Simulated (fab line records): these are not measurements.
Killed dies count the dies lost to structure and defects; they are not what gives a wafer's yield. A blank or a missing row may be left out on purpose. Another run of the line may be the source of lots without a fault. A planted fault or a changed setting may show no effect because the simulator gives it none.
fab line records	flow rit-cmos
[record] lots = 14	wafers = 42	last-day = 7
route steps=202 shown NWELL@37 PRETRO@73 NSD@139 CONTACT@176 M1@202
lots that met no fault: taken from a fault-free run of the same line
start-h: hours from the record's first day to the start of the lot's first wafer shown	wait-h: hours from the lot's prior step to this one	" same as the row above	L1.1+2: a single row standing in for several wafers	- no value, or no start was given	* or withheld: withheld	< > ~ a bound
route shown NAME@n: NAME is a module with steps in the file, n the number in the route of the first one	usual: mean/standard deviation of fault-free wafers	same: alike in all rows	chamber/n: place in a boat	sites: the reading at each site	_std_site: standard deviation of those values	_edge_site: outer sites' mean less inner sites'	radius-mm: how far each site lies from the wafer's centre	mask NAME#n: copy n	behind: the tool/chamber that last shaped the wafer	hold: cause of the lot's hold/its duration in hours/its outcome	device: the transistor (n, p or np) that didn't switch	end of line: the tests these same wafers got at the end of their route	for a step that has no rows: nothing shown but its recipe	killed: count of dies lost to structure and defects at first sort (not the wafer's yield)	map: the dies of a wafer, with x for killed, . for not killed, _ for no die there
set.NAME: setting as actually run; set.NAME@STEP: the setting as run at that earlier step	model.NAME: the simulator's own value behind a step, which no gauge read
steps of the route over a sample of lots; a table a step, a row a wafer
services: a tool's chamber out of use, with start hour (start-h, from the record's first day; less than 0 if before it), hours out, and reason
[[steps]]
[step RIT_NWELL_STRIP_09]
[recipe] chemistry = O2	time-s = 180	resist = NOVOLAK	platen-temp-c = withheld	power-w = 500	pressure-mtorr = 4000	o2-flow-sccm = 4000
[usual] drypump-motor-current-A = 5.5/0.34
lot.wafer	tool	chamber	start-h	wait-h	drypump-motor-current-A	rf-hours-counter-h
L260.2	plasma-asher-03	0	27.39	0.1	5.7	32
L260.5	"	1	"	"	5.5	-
L260.6	"	0	"	"	5.7	-
L261.2	plasma-asher-01	1	31.18	0.1	5.0	24
L261.3	"	0	"	"	5.9	-
L261.6	"	0	"	"	5.9	-
L262.4	plasma-asher-04	1	40.13	0.1	5.7	-
L262.5	"	0	"	"	5.3	-
L262.6	"	1	"	"	5.7	-
L263.3	plasma-asher-01	0	49.48	0.1	6.0	-
L263.4	"	1	"	"	5.0	-
L263.6	"	0	"	"	6.0	-
L264.1	plasma-asher-03	0	57.73	0.1	5.7	34
L264.4	"	0	"	"	5.7	-
L264.6	"	1	"	"	5.6	-
L268.1	plasma-asher-01	1	69.22	0.1	5.0	28
L268.3	"	1	"	"	5.0	-
L268.4	"	0	"	"	6.0	-
L267.2	plasma-asher-01	0	69.47	0.1	6.0	28
L267.3	"	1	"	"	5.0	-
L267.6	"	0	"	"	6.0	-
L271.1	plasma-asher-01	1	89.45	0.1	5.0	29
L271.5	"	1	"	"	5.0	-
L271.6	"	0	"	"	6.0	-
L270.1	plasma-asher-04	1	89.57	0.1	5.7	44
L270.2	"	0	"	"	5.4	44
L270.6	"	0	"	"	5.3	-
L272.1	plasma-asher-04	0	97.00	0.1	5.3	44
L272.4	"	0	"	"	5.3	-
L272.6	"	1	"	"	5.8	-
L273.1	plasma-asher-01	0	97.28	0.1	6.0	30
L273.5	"	0	"	"	6.0	-
L273.6	"	1	"	"	5.0	-
L274.3	plasma-asher-03	1	97.59	0.1	5.6	-
L274.4	"	0	"	"	5.7	-
L274.5	"	0	"	"	5.7	-
L278.3	plasma-asher-03	1	114.14	0.1	5.5	-
L278.4	"	0	"	"	5.6	-
L278.6	"	0	"	"	5.7	-
L281.1	plasma-asher-01	1	127.68	0.1	5.0	34
L281.3	"	0	"	"	6.0	-
L281.6	"	1	"	"	5.0	-
[step RIT_PRETRO_STRIP_09]
[recipe] chemistry = O2	time-s = 180	resist = NOVOLAK	platen-temp-c = withheld	power-w = 500	pressure-mtorr = 4000	o2-flow-sccm = 4000
[usual] drypump-motor-current-A = 5.7/0.38
lot.wafer	tool	chamber	start-h	wait-h	drypump-motor-current-A	rf-hours-counter-h
L260.2	plasma-asher-02	1	39.36	0.1	6.5	41
L260.5	"	0	"	"	5.4	-
L260.6	"	1	"	"	6.5	-
L261.2	plasma-asher-02	1	45.95	0.1	6.5	42
L261.3	"	0	"	"	5.5	-
L261.6	"	0	"	"	5.5	-
L262.4	plasma-asher-02	0	59.22	0.1	5.5	-
L262.5	"	0	"	"	5.5	-
L262.6	"	1	"	"	6.5	-
L263.3	plasma-asher-04	0	63.73	0.1	5.4	-
L263.4	"	1	"	"	5.7	-
L263.6	"	0	"	"	5.3	-
L264.1	plasma-asher-04	0	68.90	0.1	5.4	42
L264.4	"	1	"	"	5.7	-
L264.6	"	1	"	"	5.8	-
L268.1	plasma-asher-04	0	84.33	0.1	5.4	43
L268.3	"	0	"	"	5.3	-
L268.4	"	1	"	"	5.8	-
L267.2	plasma-asher-02	1	84.44	0.1	6.5	45
L267.3	"	0	"	"	5.5	-
L267.6	"	1	"	"	6.5	-
L271.1	plasma-asher-03	1	107.07	0.1	5.6	38
L271.5	"	1	"	"	5.5	-
L271.6	"	0	"	"	5.7	-
L270.1	plasma-asher-04	0	107.29	0.1	5.4	46
L270.2	"	1	"	"	5.7	46
L270.6	"	0	"	"	5.3	-
L272.1	plasma-asher-03	0	110.02	0.1	5.7	39
L272.4	"	0	"	"	5.7	-
L272.6	"	1	"	"	5.6	-
L274.3	plasma-asher-04	1	110.33	0.1	5.7	-
L274.4	"	0	"	"	5.4	-
L274.5	"	1	"	"	5.7	-
L273.1	plasma-asher-04	1	110.55	0.1	5.7	46
L273.5	"	0	"	"	5.3	-
L273.6	"	1	"	"	5.7	-
L278.3	plasma-asher-02	0	133.29	0.1	5.5	-
L278.4	"	1	"	"	6.5	-
L278.6	"	0	"	"	5.5	-
L281.1	plasma-asher-03	1	139.11	0.1	5.6	43
L281.3	"	1	"	"	5.5	-
L281.6	"	1	"	"	5.6	-
[step RIT_NSD_IMPLANT_08]
[recipe] species = P	energy-kev = 25	dose-cm2 = 1e+15	tilt-deg = 7
[usual] dose-ions-cm2 = 9.999e+14/1.1e+12	faraday-current-uA = 3130/60	tilt-deg = 6.997/0.019
lot.wafer	tool	chamber	start-h	wait-h	dose-ions-cm2	faraday-current-uA	tilt-deg
L260.2	implanter-04	0	65.45	0.1	1.0026e+15	3263	7.052
L260.5	"	0	"	"	9.98e+14	3104	6.992
L260.6	"	0	"	"	1.0011e+15	3045	7.029
L261.2	implanter-03	0	72.51	0.1	1.0009e+15	3107	6.988
L261.3	"	0	"	"	9.998e+14	3097	6.995
L261.6	"	0	"	"	1.0016e+15	3064	6.985
L262.4	implanter-04	0	90.32	0.1	9.974e+14	3194	7.014
L262.5	"	0	"	"	9.981e+14	3065	7.019
L262.6	"	0	"	"	9.998e+14	3032	7.013
L263.3	implanter-03	0	90.44	0.1	1.0006e+15	3086	6.997
L263.4	"	0	"	"	1.0007e+15	3114	6.984
L263.6	"	0	"	"	1.0019e+15	3125	6.990
L264.1	implanter-04	0	97.16	0.1	9.986e+14	3066	7.001
L264.4	"	0	"	"	1e+15	3185	6.990
L264.6	"	0	"	"	1.0018e+15	3139	6.999
L267.2	implanter-04	0	110.80	0.1	1.0007e+15	3210	6.999
L267.3	"	0	"	"	9.99e+14	3138	7.009
L267.6	"	0	"	"	1.0002e+15	3117	7.036
L268.1	implanter-01	0	110.89	0.1	9.996e+14	3174	6.996
L268.3	"	0	"	"	9.987e+14	3170	7.001
L268.4	"	0	"	"	1e+15	3070	6.984
L270.1	implanter-04	0	125.69	0.1	1.0003e+15	3214	7.023
L270.2	"	0	"	"	9.983e+14	3085	6.995
L270.6	"	0	"	"	1.0009e+15	3180	7.010
L271.1	implanter-01	0	126.69	0.1	1e+15	3082	6.989
L271.5	"	0	"	"	9.984e+14	3056	6.988
L271.6	"	0	"	"	1.0003e+15	3167	7.008
L274.3	implanter-03	0	135.23	0.1	1.0004e+15	3139	7.010
L274.4	"	0	"	"	9.983e+14	3134	7.002
L274.5	"	0	"	"	9.996e+14	3063	6.981
L272.1	implanter-01	0	135.42	0.1	1.1687e+15	3752	6.963
L272.4	"	0	"	"	1.1687e+15	3642	6.962
L272.6	"	0	"	"	1.168e+15	3624	6.953
L273.1	implanter-03	0	137.62	0.1	1.0012e+15	3137	6.989
L273.5	"	0	"	"	1.0018e+15	3077	6.977
L273.6	"	0	"	"	1.0001e+15	3178	6.973
L278.3	implanter-01	0	149.03	0.1	1.1694e+15	3682	7.004
L278.4	"	0	"	"	1.1683e+15	3590	6.959
L278.6	"	0	"	"	1.169e+15	3621	7.010
L281.1	implanter-04	0	158.93	0.1	9.996e+14	3045	7.000
L281.3	"	0	"	"	9.983e+14	3066	7.005
L281.6	"	0	"	"	1.0007e+15	3213	6.973
[step RIT_NSD_TW_MEAS_10]
[usual] NSD_TW = 3136/15
lot.wafer	tool	chamber	start-h	wait-h	NSD_TW
L260.2	film-metro-03	-	65.76	0.1	3145
L260.5	"	-	"	"	3129
L260.6	"	-	"	"	3128
L261.2	film-metro-02	-	72.82	0.1	3138
L261.3	"	-	"	"	3141
L261.6	"	-	"	"	3149
L262.4	film-metro-02	-	90.60	0.1	3142
L262.5	"	-	"	"	3139
L262.6	"	-	"	"	3142
L263.3	film-metro-03	-	90.73	0.1	3138
L263.4	"	-	"	"	3129
L263.6	"	-	"	"	3120
L264.1	film-metro-03	-	97.48	0.1	3139
L264.4	"	-	"	"	3160
L264.6	"	-	"	"	3160
L267.2	film-metro-02	-	111.11	0.1	3110
L267.3	"	-	"	"	3125
L267.6	"	-	"	"	3117
L268.1	film-metro-02	-	111.21	0.1	3131
L268.3	"	-	"	"	3110
L268.4	"	-	"	"	3104
L270.1	film-metro-01	-	126.01	0.1	3147
L270.2	"	-	"	"	3152
L270.6	"	-	"	"	3131
L271.1	film-metro-03	-	127.02	0.1	3162
L271.5	"	-	"	"	3129
L271.6	"	-	"	"	3128
L274.3	film-metro-02	-	135.52	0.1	3142
L274.4	"	-	"	"	3136
L274.5	"	-	"	"	3131
L272.1	film-metro-03	-	135.74	0.1	3256
L272.4	"	-	"	"	3239
L272.6	"	-	"	"	3244
L273.1	film-metro-03	-	137.95	0.1	3143
L273.5	"	-	"	"	3145
L273.6	"	-	"	"	3136
L278.3	film-metro-01	-	149.33	0.1	3241
L278.4	"	-	"	"	3235
L278.6	"	-	"	"	3253
L281.1	film-metro-01	-	159.26	0.1	3157
L281.3	"	-	"	"	3137
L281.6	"	-	"	"	3140
[step RIT_SDANNEAL_RS_MEAS_05]
[recipe] thk-meas-gauge = four-point-probe
[usual] NSD_RS = 84.54/0.26
lot.wafer	tool	chamber	start-h	wait-h	NSD_RS[ohm/sq]
L260.2	film-metro-01	-	68.20	0.1	84.42
L260.5	"	-	"	"	84.57
L260.6	"	-	"	"	84.55
L261.2	film-metro-01	-	74.85	0.1	84.32
L261.3	"	-	"	"	84.43
L261.6	"	-	"	"	84.47
L262.4	film-metro-02	-	92.88	0.1	84.91
L262.5	"	-	"	"	85.00
L262.6	"	-	"	"	84.78
L263.3	film-metro-03	-	92.98	0.1	84.68
L263.4	"	-	"	"	84.52
L263.6	"	-	"	"	84.50
L264.1	film-metro-03	-	100.56	0.1	84.64
L264.4	"	-	"	"	84.62
L264.6	"	-	"	"	84.66
L267.2	film-metro-03	-	113.87	0.1	84.84
L267.3	"	-	"	"	84.60
L267.6	"	-	"	"	84.58
L268.1	film-metro-01	-	114.43	0.1	84.68
L268.3	"	-	"	"	84.51
L268.4	"	-	"	"	84.78
L270.1	film-metro-03	-	128.23	0.1	84.61
L270.2	"	-	"	"	84.27
L270.6	"	-	"	"	84.64
L271.1	film-metro-02	-	129.24	0.1	84.08
L271.5	"	-	"	"	84.62
L271.6	"	-	"	"	84.39
L274.3	film-metro-01	-	137.76	0.1	84.51
L274.4	"	-	"	"	84.40
L274.5	"	-	"	"	84.19
L272.1	film-metro-02	-	138.19	0.1	75.06
L272.4	"	-	"	"	74.80
L272.6	"	-	"	"	74.92
L273.1	film-metro-02	-	140.26	0.1	85.01
L273.5	"	-	"	"	85.00
L273.6	"	-	"	"	84.92
L278.3	film-metro-02	-	151.37	0.1	74.79
L278.4	"	-	"	"	74.77
L278.6	"	-	"	"	74.64
L281.1	film-metro-03	-	161.31	0.1	84.62
L281.3	"	-	"	"	84.46
L281.6	"	-	"	"	84.59
[step RIT_CONTACT_CD_MEAS_08]
[recipe] target-cd-nm = 1000
[usual] cd-nm = 999.9/2.5
lot.wafer	tool	chamber	start-h	wait-h	cd-nm
L260.2	cd-sem-02	-	70.32	-	999.3
L260.5	"	-	"	"	1001.1
L260.6	"	-	"	"	1001.9
L261.2	cd-sem-02	-	76.81	-	1003.2
L261.3	"	-	"	"	1001.6
L261.6	"	-	"	"	1003.0
L262.4	cd-sem-02	-	94.88	-	1003.4
L262.5	"	-	"	"	1003.6
L262.6	"	-	"	"	1001.7
L263.3	cd-sem-01	-	94.98	-	996.4
L263.4	"	-	"	"	997.5
L263.6	"	-	"	"	995.8
L264.1	cd-sem-02	-	106.89	-	999.8
L264.4	"	-	"	"	998.5
L264.6	"	-	"	"	1001.5
L267.2	cd-sem-01	-	120.47	-	996.1
L267.3	"	-	"	"	998.4
L267.6	"	-	"	"	998.7
L268.1	cd-sem-02	-	120.85	-	1002.8
L268.3	"	-	"	"	1000.2
L268.4	"	-	"	"	1001.3
L270.1	cd-sem-02	-	130.31	-	995.5
L270.2	"	-	"	"	999.0
L270.6	"	-	"	"	998.0
L271.1	cd-sem-02	-	131.24	-	997.7
L271.5	"	-	"	"	995.1
L271.6	"	-	"	"	996.6
L274.3	cd-sem-02	-	140.11	-	997.1
L274.4	"	-	"	"	998.9
L274.5	"	-	"	"	995.6
L272.1	cd-sem-02	-	140.41	-	1003.3
L272.4	"	-	"	"	1002.7
L272.6	"	-	"	"	1001.6
L273.1	cd-sem-02	-	142.41	-	999.3
L273.5	"	-	"	"	1001.0
L273.6	"	-	"	"	998.7
L278.3	cd-sem-01	-	153.65	-	1000.4
L278.4	"	-	"	"	1001.4
L278.6	"	-	"	"	1000.9
L281.1	cd-sem-02	-	163.26	-	997.2
L281.3	"	-	"	"	998.4
L281.6	"	-	"	"	1000.0
[step RIT_M1_PROBE_99]
[usual] killed-at-contacts = 0.1/0.25	killed-at-front-end = 7/3.1	killed-dies = 7/3.2	killed-open = 3.3/2	killed-short = 3.5/2
[same] gross-dies = 264	killed_at_M0_to_M3 = 0	killed_at_M4_up = 0	killed-at-back-side = 0	killed-at-other = 0
lot.wafer	tool	chamber	start-h	wait-h	killed-at-contacts	killed-at-front-end	killed-dies	killed-open	killed-short
L260.2	prober-02	-	75.66	0.1	0	4	4	0	4
L260.5	prober-02	-	75.81	0.2	0	3	3	0	3
L260.6	prober-02	-	75.86	0.2	0	7	7	3	4
L272.1	prober-01	-	145.67	0.1	0	6	6	3	3
L272.4	prober-01	-	145.82	0.2	0	3	3	2	1
L272.6	prober-01	-	145.92	0.2	0	4	4	2	2
// killed by level:class
L260.2 SPACER:geometric-particle:short=2 SILICIDE:geometric-particle:short=2
L260.5 SILICIDE:geometric-particle:short=2 GATE:geometric-particle:short=1
L260.6 GATE:geometric-particle:short=3 FOX2:geometric-particle:open=2 FOX1:geometric-particle:short=1 SPACER:geometric-particle:open=1
L272.1 SPACER:geometric-particle:short=2 SILICIDE:geometric-particle:open=2 FOX1:geometric-particle:open=1 REOX:geometric-particle:short=1
L272.4 GATE:geometric-particle:open=2 GATE:geometric-particle:short=1
L272.6 GATE:geometric-particle:short=2 FOX1:geometric-particle:open=1 GATE:geometric-particle:open=1
[[services]]
tool	chamber	start-h	hours	kind
implanter-04	-	3.61	3.9	pm
plasma-asher-04	-	19.79	15.6	pm
plasma-asher-02	-	21.58	2.8	pm
implanter-04	-	35.49	2.3	repair
implanter-01	-	40.16	4.0	repair
implanter-04	-	46.20	6.6	repair
plasma-asher-03	-	67.92	3.8	repair
implanter-01	-	78.30	2.3	repair
implanter-04	-	79.93	0.6	repair
implanter-01	-	80.56	20.9	pm
plasma-asher-02	-	108.75	9.0	pm
plasma-asher-02	0	108.75	9.0	vent-cycle
plasma-asher-02	1	108.75	9.0	vent-cycle
plasma-asher-01	-	112.30	2.8	pm
plasma-asher-02	0	117.75	-	clean
plasma-asher-02	1	117.75	-	clean
plasma-asher-03	-	130.17	3.4	repair
[[key]]
[first-sign] step = RIT_NSD_IMPLANT_08	reading = dose-ions-cm2	direction = up	sigmas = 99+	usual = 9.999e+14	struck = 1.1687e+15
[effect] step = RIT_NSD_IMPLANT_08	reading = faraday-current-uA	direction = up	sigmas = 8.6	usual = 3130	struck = 3652
[effect] step = RIT_NSD_TW_MEAS_10	reading = NSD_TW	direction = up	sigmas = 7.3	usual = 3136	struck = 3245
[effect] step = RIT_SDANNEAL_RS_MEAS_05	reading = NSD_RS	direction = down	sigmas = 38	usual = 84.54	struck = 74.83
met-at RIT_NSD_IMPLANT_08
struck-lots L272,L278
tester-left-out L272,L278
not-acting-at RIT_NWELL_STRIP_09,RIT_PRETRO_STRIP_09,RIT_CONTACT_CD_MEAS_08
onset-between 126.69 135.42
[fault] kind = process-parameter-drift	tool = implanter-01	chamber = -	onset-h = 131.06	steps = RIT_NSD_IMPLANT_08	channel = dose-cm2	offset = 1.7e+14	shape = step	end-h = 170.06	acts-in = these-recipes-only	stated = 1e+15
// tester-left-out: of these lots the tester's yield and bins aren't shown, on N5 and GAA mostly nor the transistor test; their killed dies are dies lost to structure and defects alone, not to doping, threshold or leakage, so they don't give the yield
